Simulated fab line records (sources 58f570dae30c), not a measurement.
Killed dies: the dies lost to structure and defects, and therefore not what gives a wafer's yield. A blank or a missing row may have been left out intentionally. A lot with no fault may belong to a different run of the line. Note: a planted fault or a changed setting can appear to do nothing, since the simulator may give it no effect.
2 desks looking at one fault | flow berkeley_cmos170 | each desk has only its own numbers; what lay behind them comes last

== METROLOGY DESK ==
Means of the sampled wafers that have a number, per lot and without regard to the tool the lot ran on: this is what the gauges read. A lot is out of limits, marked OUT, if its mean lies more than 4 standard deviations from the usual mean; the brackets give that distance.
Columns: A = cd_nm at UCB170_V2_CD_MEAS_12, usual 700.8 nm; B = M3_BOW at UCB170_M3_BOW_MEAS_20, usual 35 um
lot  | first seen here | A     | B
L614 | day 8 16:11     | 701.4 | 42
L613 | day 8 16:30     | 700.4 | 31
L615 | day 9 02:52     | 701.2 | 33
L616 | day 9 05:24     | 700.4 | 35
L621 | day 10 13:32    | 698.8 | 31
L620 | day 10 14:57    | 702.8 | 39
L623 | day 10 23:29    | 702.4 | 28
L627 | day 11 15:28    | 701.9 | 32
L630 | day 12 06:45    | 700.5 | 44
L629 | day 12 09:19    | 700.4 | 30
L632 | day 13 01:28    | 699.4 | 32
L634 | day 13 10:02    | 700.7 | 37
L635 | day 13 10:38    | 698.2 | 30
L636 | day 13 17:24    | 702.2 | 31
This desk found nothing out of limits on any of the 14 lots.

== THE TOOL OWNER'S DESK: rie_metal-02 ==
The tool's own readings at UCB170_M3_METAL_ETCH_18 (etches Al in Cl2/BCl3, stops on SiO2, target depth 1170 nm, time 200.3 s): means of the sampled wafers that have a number, for each lot that ran on this tool. A lot is out of limits, marked OUT, if its mean lies more than 4 standard deviations from the usual mean; the brackets give that distance.
Columns: A = drypump_motor_current_A at UCB170_M3_METAL_ETCH_18, usual 5.8 A; B = oes_product_au at UCB170_M3_METAL_ETCH_18, usual 0.861 a.u.; C = throttle_valve_pct at UCB170_M3_METAL_ETCH_18, usual 24.39 %
lot  | first seen here | A   | B     | C
L614 | day 8 19:44     | 6.4 | 0.865 | 24.39
L615 | day 9 05:50     | 6.3 | 0.865 | 24.42
L621 | day 10 16:35    | 6.3 | 0.868 | 24.40
L620 | day 10 18:34    | 6.3 | 0.866 | 24.41
This desk found nothing out of limits on any of the 4 lots.

== ALL TOGETHER ==
The metrology desk saw nothing out of limits.
The desk of the tool owner found nothing out of limits.

== WHAT THE SIMULATOR PUT IN ==
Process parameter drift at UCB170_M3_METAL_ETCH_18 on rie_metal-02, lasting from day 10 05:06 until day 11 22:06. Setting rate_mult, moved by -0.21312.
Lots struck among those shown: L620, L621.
